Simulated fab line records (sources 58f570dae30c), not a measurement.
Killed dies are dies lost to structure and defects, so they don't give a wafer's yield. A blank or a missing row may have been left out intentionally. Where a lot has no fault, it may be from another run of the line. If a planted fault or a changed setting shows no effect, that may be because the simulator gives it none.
Lot-split experiment :: flow berkeley-cmos170 :: on a route of 331 steps: 5 lots, 23 wafers read

== THE SPLIT ITSELF ==
At UCB170_V2_EXPOSE_09 (exposes mask VIA2, target cd 700 nm), the setting dose-mj was moved away from the recipe's 37 on 10 of the 23 wafers read, by -5.1% to +7.4%. The other wafers ran this setting at the recipe's value.

== FROM THE SPLIT TO THE READING: what the file shows between them, 5 steps ==
- UCB170_V2_PEB_10
- UCB170_V2_DEVELOP_11: develop time 45 s
- UCB170_V2_CD_MEAS_12: target cd 700 nm
- UCB170_V2_ETCH_14: etches SiO2 in CHF3/CF4/Ar, stops on Al, target depth 1250 nm, time 291 s
- UCB170_V2_STRIP_15: strips in O2

== THE READING ==
cd-nm (nm) at UCB170_V2_CD_MEAS_90, where the cd target is 700 nm. On this fab line, fault-free wafers typically give 699.1 nm with a standard deviation of 1.5 nm.

wafer: L074.1
tool, chamber at the split: krf-scanner-01, 0
dose-mj as run: 39.69
against the recipe: +7.3%
cd-nm, nm: 708.3
against lot-mates on the recipe: +11.9

wafer: L074.2
tool, chamber at the split: krf-scanner-01, 0
dose-mj as run: 37
against the recipe: recipe
cd-nm, nm: 696.0
against lot-mates on the recipe: -

wafer: L074.3
tool, chamber at the split: krf-scanner-01, 0
dose-mj as run: 37
against the recipe: recipe
cd-nm, nm: 697.7
against lot-mates on the recipe: -

wafer: L074.4
tool, chamber at the split: krf-scanner-01, 0
dose-mj as run: 39.69
against the recipe: +7.3%
cd-nm, nm: 709.2
against lot-mates on the recipe: +12.8

wafer: L074.5
tool, chamber at the split: krf-scanner-01, 0
dose-mj as run: 37
against the recipe: recipe
cd-nm, nm: 695.4
against lot-mates on the recipe: -

wafer: L075.1
tool, chamber at the split: krf-scanner-02, 0
dose-mj as run: 36.06
against the recipe: -2.5%
cd-nm, nm: 695.1
against lot-mates on the recipe: -4.2

wafer: L075.2
tool, chamber at the split: krf-scanner-02, 0
dose-mj as run: 37
against the recipe: recipe
cd-nm, nm: 699.4
against lot-mates on the recipe: -

wafer: L075.3
tool, chamber at the split: krf-scanner-02, 0
dose-mj as run: 37
against the recipe: recipe
cd-nm, nm: 699.2
against lot-mates on the recipe: -

wafer: L075.5
tool, chamber at the split: krf-scanner-02, 0
dose-mj as run: 36.06
against the recipe: -2.5%
cd-nm, nm: 696.5
against lot-mates on the recipe: -2.8

wafer: L075.6
tool, chamber at the split: krf-scanner-02, 0
dose-mj as run: 36.06
against the recipe: -2.5%
cd-nm, nm: 692.6
against lot-mates on the recipe: -6.7

wafer: L081.1
tool, chamber at the split: krf-scanner-02, 0
dose-mj as run: 37
against the recipe: recipe
cd-nm, nm: 698.6
against lot-mates on the recipe: -

wafer: L081.2
tool, chamber at the split: krf-scanner-02, 0
dose-mj as run: 35.1
against the recipe: -5.1%
cd-nm, nm: 689.0
against lot-mates on the recipe: -9.7

wafer: L081.4
tool, chamber at the split: krf-scanner-02, 0
dose-mj as run: 37
against the recipe: recipe
cd-nm, nm: 698.6
against lot-mates on the recipe: -

wafer: L081.5
tool, chamber at the split: krf-scanner-02, 0
dose-mj as run: 35.1
against the recipe: -5.1%
cd-nm, nm: 689.4
against lot-mates on the recipe: -9.3

wafer: L081.6
tool, chamber at the split: krf-scanner-02, 0
dose-mj as run: 37
against the recipe: recipe
cd-nm, nm: 698.8
against lot-mates on the recipe: -

wafer: L080.1
tool, chamber at the split: krf-scanner-02, 0
dose-mj as run: 37
against the recipe: recipe
cd-nm, nm: 698.4
against lot-mates on the recipe: -

wafer: L080.3
tool, chamber at the split: krf-scanner-02, 0
dose-mj as run: 37
against the recipe: recipe
cd-nm, nm: 698.3
against lot-mates on the recipe: -

wafer: L080.4
tool, chamber at the split: krf-scanner-02, 0
dose-mj as run: 37
against the recipe: recipe
cd-nm, nm: 698.7
against lot-mates on the recipe: -

wafer: L085.1
tool, chamber at the split: krf-scanner-01, 0
dose-mj as run: 37
against the recipe: recipe
cd-nm, nm: 697.2
against lot-mates on the recipe: -

wafer: L085.2
tool, chamber at the split: krf-scanner-01, 0
dose-mj as run: 39.73
against the recipe: +7.4%
cd-nm, nm: 711.8
against lot-mates on the recipe: +14.5

wafer: L085.3
tool, chamber at the split: krf-scanner-01, 0
dose-mj as run: 39.73
against the recipe: +7.4%
cd-nm, nm: 711.3
against lot-mates on the recipe: +14.0

wafer: L085.5
tool, chamber at the split: krf-scanner-01, 0
dose-mj as run: 37
against the recipe: recipe
cd-nm, nm: 697.3
against lot-mates on the recipe: -

wafer: L085.6
tool, chamber at the split: krf-scanner-01, 0
dose-mj as run: 39.73
against the recipe: +7.4%
cd-nm, nm: 710.1
against lot-mates on the recipe: +12.9

THE FIT
A straight line over all 23 wafers: cd-nm changes by +1.64 nm for each +1% of dose-mj; r = +0.98; the points scatter about the line by 1.3 nm.
The same after taking each lot's own level away (the mean of its wafers on the recipe; 23 wafers): +1.81 nm for each +1%; r = +0.99; scatter 0.84 nm.
According to that fit, moving dose-mj by its largest amount changes the reading by 13 nm.
From 696.37 to 699.30 nm: that is the span of the lots' own levels, equal to 2.0 times the standard deviation above.
The two slopes are in agreement: the lot-to-lot level therefore moves the slope only a little.
Check: with one of the wafers moved furthest among these (+7.4%) left out of the fit, the line predicts +13.1 nm for it against its lot-mates. Against them it came out at +14.5 nm.

== THE WHOLE CHAIN: every reading that the file lists as answering this split, in the file's order ==
step: UCB170_V2_CD_MEAS_12
what it does: target cd 700 nm
reading: cd-nm
change (the file's fit): +1.8 nm for each +1% of the setting
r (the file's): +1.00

step: UCB170_V2_ETCH_14
what it does: etches SiO2 in CHF3/CF4/Ar, stops on Al, target depth 1250 nm, time 291 s
reading: V2.cd-nm (the simulator's own value, which no gauge read)
change (the file's fit): +1.83 nm for each +1% of the setting
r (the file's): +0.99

step: UCB170_V2_CD_MEAS_90
what it does: target cd 700 nm
reading: cd-nm
change (the file's fit): +1.8 nm for each +1% of the setting
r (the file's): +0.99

== THE FILE'S OWN FIT ==
cd-nm changes by +1.8 nm for each +1% of dose-mj, r = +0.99.
